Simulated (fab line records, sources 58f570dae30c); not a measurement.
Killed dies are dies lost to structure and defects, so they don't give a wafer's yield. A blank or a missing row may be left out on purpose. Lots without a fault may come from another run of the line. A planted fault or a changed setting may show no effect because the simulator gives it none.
A struck lot beside a sound one | flow berkeley_cmos170 | 14 steps out of a route of 331
Sound: wafers L176.3, L176.4, L176.5. Struck: wafers L171.2, L171.3, L171.4. The cause comes at the end.
At each step with rows: each side's tool, then ch and its chambers, then its first start. Under that, the readings that differ: sound wafers | struck wafers | difference of the means | sigmas: that difference in standard deviations of wafers without a fault.
alike: readings whose means differ by less than 2 such deviations, and words and numbers that are the same on both sides. not compared: withheld readings, readings that some wafer has no value for, bounds like >300 that may hide the same value, and numbers for which the record gives no deviation and whose values overlap.
The two part at a step that has a row with sigmas, a row that says differs or no value, or rows on one side only. Numbers that don't overlap but have no deviation are shown without sigmas and don't part them. A reading that every wafer of one side lacks parts them only if that side has two wafers or more.

first, 2 steps without rows for these wafers: UCB170_NWELL_ANNEAL_03 (time 900 s); UCB170_NWELL_CVD_04 (deposits Si3N4 from SiH2Cl2/NH3, target thk 224 nm, time 3360 s).
UCB170_NWELL_THK_MEAS_05:
  sound on film_metro-01, day 5 20:46; struck on film_metro-04, day 4 17:16
  alike: NWELL_NITRIDE_THK
then, 6 steps without rows for these wafers: UCB170_NWELL_HMDS_06 (prime time 60 s); UCB170_NWELL_COAT_07 (resist thk 900 nm); UCB170_NWELL_SOFTBAKE_08 (time 60 s); UCB170_NWELL_EXPOSE_09 (exposes mask NWELL, target cd 3000 nm); UCB170_NWELL_PEB_10; UCB170_NWELL_DEVELOP_11 (develop time 45 s).
UCB170_NWELL_OVL_MEAS_12:
  sound on overlay-02, day 5 21:47; struck on overlay-02, day 4 18:16
  alike: NWELL_OVL
UCB170_NWELL_ETCH_13: etches Si3N4 in CH3F/Ar/O2, stops on SiO2, target depth 246.4 nm, time 154 s.
  sound on rie_diel-02 ch 1,2, day 5 21:48; struck on rie_diel-02 ch 0,1,3, day 4 18:18
  alike: drypump_motor_current_A, oes_product_au, rf_fwd_power_W, throttle_valve_pct
  not compared: rf_hours_counter_h
then, 1 step without rows for these wafers: UCB170_NWELL_IMPLANT_14.
UCB170_NWELL_STRIP_15: strips in O2.
  sound on plasma_asher-02 ch 0,1, day 5 22:05; struck on plasma_asher-02 ch 0,1, day 4 18:33
  no value came back on the struck wafers for any of 5 readings (chamber_pressure_mTorr (mTorr), drypump_motor_current_A (A) and others); on the sound wafers chamber_pressure_mTorr (mTorr) reads 3495 3504 3500
  reading                                | sound | struck            | difference | sigmas
  model.KrF_of_NWELL_COAT_07.thk_nm (nm) | 0 0 0 | 716.5 716.5 719.6 | +717.5     |
  not compared: rf_hours_counter_h
UCB170_NWELL_TW_MEAS_16:
  sound on film_metro-03, day 5 22:11; struck on film_metro-04, day 4 18:40
  alike: NWELL_TW

WHERE THEY PART
Only at UCB170_NWELL_STRIP_15, within this record. Later steps at which nothing parts them and some readings are alike: UCB170_NWELL_TW_MEAS_16.

WHY: what the simulator had put in
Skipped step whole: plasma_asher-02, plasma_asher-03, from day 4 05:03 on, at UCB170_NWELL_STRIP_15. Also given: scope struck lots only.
